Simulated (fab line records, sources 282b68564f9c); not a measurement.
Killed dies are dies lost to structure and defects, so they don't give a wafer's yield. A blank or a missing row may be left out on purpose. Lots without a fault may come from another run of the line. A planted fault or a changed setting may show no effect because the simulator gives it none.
Split-lot experiment | flow rit_cmos | 5 lots, 23 wafers read, on a route of 202 steps

THE SPLIT
At RIT_PWELL_IMPLANT_08, the setting dose_cm2 was moved away from the recipe's 7e+13 on 8 of the 23 wafers read, by -5.8% to +6.8%. The other wafers ran this setting at the recipe's value.

FROM THE SPLIT TO THE READING: what the file shows between them, 3 steps
- RIT_PWELL_STRIP_09: strips in O2, time 180 s
- RIT_PWELL_TW_MEAS_10
- RIT_WELLDRIVE_ANNEAL_00: time 14700 s

THE READING
PWELL_RS, in ohm/sq, at RIT_WELLDRIVE_RS_MEAS_02 (measures by four-point-probe). Fault-free wafers of this fab line usually give 429.6 ohm/sq, standard deviation 1 ohm/sq.

wafer  | tool, chamber at the split | dose_cm2 as run | against the recipe | PWELL_RS, ohm/sq | against lot-mates on the recipe
L074.1 | implanter-02, 0            | 7e+13           | recipe             | 430.7            | -
L074.2 | implanter-02, 0            | 7e+13           | recipe             | 430.1            | -
L074.3 | implanter-02, 0            | 7.271e+13       | +3.9%              | 420.8            | -9.7
L074.4 | implanter-02, 0            | 7.271e+13       | +3.9%              | 419.9            | -10.6
L074.6 | implanter-02, 0            | 7e+13           | recipe             | 430.6            | -
L075.1 | implanter-04, 0            | 7e+13           | recipe             | 429.1            | -
L075.2 | implanter-04, 0            | 7.473e+13       | +6.8%              | 412.2            | -17.1
L075.3 | implanter-04, 0            | 7e+13           | recipe             | 429.1            | -
L075.4 | implanter-04, 0            | 7e+13           | recipe             | 429.8            | -
L075.5 | implanter-04, 0            | 7.473e+13       | +6.8%              | 412.6            | -16.7
L078.1 | implanter-01, 0            | 6.767e+13       | -3.3%              | 437.7            | +10.1
L078.2 | implanter-01, 0            | 6.767e+13       | -3.3%              | 435.8            | +8.2
L078.4 | implanter-01, 0            | 7e+13           | recipe             | 428.0            | -
L078.5 | implanter-01, 0            | 7e+13           | recipe             | 427.9            | -
L078.6 | implanter-01, 0            | 7e+13           | recipe             | 427.0            | -
L079.3 | implanter-02, 0            | 7e+13           | recipe             | 429.0            | -
L079.4 | implanter-02, 0            | 7e+13           | recipe             | 429.1            | -
L079.5 | implanter-02, 0            | 7e+13           | recipe             | 429.3            | -
L084.1 | implanter-02, 0            | 7e+13           | recipe             | 430.4            | -
L084.2 | implanter-02, 0            | 7e+13           | recipe             | 429.7            | -
L084.4 | implanter-02, 0            | 6.591e+13       | -5.8%              | 446.1            | +16.2
L084.5 | implanter-02, 0            | 7e+13           | recipe             | 429.7            | -
L084.6 | implanter-02, 0            | 6.591e+13       | -5.8%              | 445.3            | +15.4

THE FIT
A straight line over all 23 wafers: PWELL_RS changes by -2.55 ohm/sq for each +1% of dose_cm2; r = -0.99; the points scatter about the line by 1.1 ohm/sq.
The same after taking each lot's own level away (the mean of its wafers on the recipe; 23 wafers): -2.61 ohm/sq for each +1%; r = -1.00; scatter 0.51 ohm/sq.
On that fit, the largest move of dose_cm2 shifts the reading by 18 ohm/sq.
The lots' own levels span 427.63 to 430.47 ohm/sq, that is 2.8 times the standard deviation above.
So the lot-to-lot level changes the slope little: the two slopes agree.
Check: with one of the wafers moved furthest among these (+6.8%) left out of the fit, the line predicts -17.6 ohm/sq for it against its lot-mates. It came out at -17.1 ohm/sq against them.

OTHER SPLITS ON THESE WAFERS
These wafers also went through other splits before the reading. Each is held against what the fit with the lots' levels taken away leaves over:
other split on the same wafers    | wafers away from the commonest value | r with PWELL_RS (lot level and that fit taken away)
RIT_ACTIVE_OXIDATION_01 ox_time_s | 18                                   | +0.06
RIT_FOX1_OXIDATION_00 ox_time_s   | 15                                   | -0.17
RIT_FOX2_OXIDATION_00 ox_time_s   | 15                                   | -0.13
RIT_NWELL_IMPLANT_08 energy_kev   | 11                                   | +0.04

THE WHOLE CHAIN: every reading that the file lists as answering this split, in the file's order
step                     | what it does                 | reading                                                                | change (the file's fit)           | r (the file's)
RIT_PWELL_TW_MEAS_10     |                              | PWELL_TW                                                               | +2.92 for each +1% of the setting | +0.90
RIT_WELLDRIVE_RS_MEAS_02 | measures by four-point-probe | PWELL_RS                                                               | -2.61 for each +1% of the setting | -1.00
RIT_M1_PROBE_99          |                              | etest.pwell.rs_ohm_sq (the simulator's own value, which no gauge read) | -2.97 for each +1% of the setting | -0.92

THE FILE'S OWN FIT
PWELL_RS changes by -2.61 ohm/sq for each +1% of dose_cm2, r = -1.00.
